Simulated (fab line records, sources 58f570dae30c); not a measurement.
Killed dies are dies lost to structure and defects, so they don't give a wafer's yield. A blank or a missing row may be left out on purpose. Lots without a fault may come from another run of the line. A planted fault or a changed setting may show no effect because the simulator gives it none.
A struck lot beside a sound one | flow berkeley_cmos170 | 17 steps out of a route of 331
Sound: wafers L189.3, L189.5, L189.6. Struck: wafers L196.1, L196.2, L196.3. The cause comes at the end.
At each step with rows: each side's tool, then ch and its chambers, then its first start. Under that, the readings that differ: sound wafers | struck wafers | difference of the means | sigmas: that difference in standard deviations of wafers without a fault.
alike: readings whose means differ by less than 2 such deviations, and words and numbers that are the same on both sides. not compared: withheld readings, readings that some wafer has no value for, bounds like >300 that may hide the same value, and numbers for which the record gives no deviation and whose values overlap.
The two part at a step that has a row with sigmas, a row that says differs or no value, or rows on one side only. Numbers that don't overlap but have no deviation are shown without sigmas and don't part them. A reading that every wafer of one side lacks parts them only if that side has two wafers or more.

first, 1 step without rows for these wafers: UCB170_NLDD_IMPLANT_09.
UCB170_NLDD_STRIP_10: strips in O2.
  sound on plasma_asher-03 ch 0,1, day 7 10:21; struck on plasma_asher-03 ch 0,1, day 8 15:07
  alike: drypump_motor_current_A, oes_product_au, strip_time_to_endpoint_s
  not compared: rf_hours_counter_h
UCB170_NLDD_TW_MEAS_11:
  sound on film_metro-03, day 7 10:26; struck on film_metro-02, day 8 15:13
  reading | sound          | struck         | difference | sigmas
  NLDD_TW | 2169 2189 2185 | 2247 2238 2228 | +57        | +2
then, 1 step without rows for these wafers: UCB170_NLDD_CLEAN_12 (cleans in SPM, time 600 s).
UCB170_SPACER_CVD_00: deposits SiO2 from TEOS/O2, target thk 376 nm, time 47 s.
  sound on pecvd-03 ch 0,1, day 7 12:29; struck on pecvd-01 ch 0,1,2, day 8 15:29
  alike: heater_power_w
UCB170_SPACER_THK_MEAS_01:
  sound on film_metro-04, day 7 12:33; struck on film_metro-04, day 8 15:32
  alike: SPACER_TEOS_THK
then, 1 step without rows for these wafers: UCB170_SPACER_ANNEAL_02 (time 1800 s).
UCB170_SPACER_ETCHBACK_03: etches SiO2 in CHF3/CF4/Ar, stops on Si, target depth 376 nm, time 100 s.
  sound on rie_diel-04 ch 0,2,3, day 7 17:03; struck on rie_diel-03 ch 0,1,2, day 8 20:55
  alike: drypump_motor_current_A, mfc_ar_sccm, oes_product_au, throttle_valve_pct
  not compared: rf_hours_counter_h
then, 4 steps without rows for these wafers: UCB170_PSD_HMDS_00 (prime time 60 s); UCB170_PSD_COAT_01 (resist thk 900 nm); UCB170_PSD_SOFTBAKE_02 (time 60 s); UCB170_PSD_EXPOSE_03 (exposes mask PSELECT MOD, target cd 1200 nm).
UCB170_PSD_PEB_04:
  sound on litho_track-03 ch 0, day 7 17:44; struck on litho_track-03 ch 0, day 8 21:47
then, 1 step without rows for these wafers: UCB170_PSD_DEVELOP_05 (develop time 45 s).
UCB170_PSD_CD_MEAS_06: target cd 1200 nm.
  sound on cd_sem-01, day 7 18:00; struck on cd_sem-01, day 8 22:04
  reading    | sound                | struck               | difference | sigmas
  cd_nm (nm) | 1200.4 1200.7 1201.3 | 1210.3 1212.1 1211.8 | +10.6      | +8
UCB170_PSD_OVL_MEAS_07:
  sound on overlay-01, day 7 18:05; struck on overlay-02, day 8 22:11
  alike: PSD_OVL
UCB170_M3_PROBE_99:
  the record has rows for the struck wafers here (prober-02, day 10 02:57) and none for the sound ones

WHERE THEY PART
First at UCB170_NLDD_TW_MEAS_11; last, within this record, at UCB170_M3_PROBE_99.

WHY: what the simulator had put in
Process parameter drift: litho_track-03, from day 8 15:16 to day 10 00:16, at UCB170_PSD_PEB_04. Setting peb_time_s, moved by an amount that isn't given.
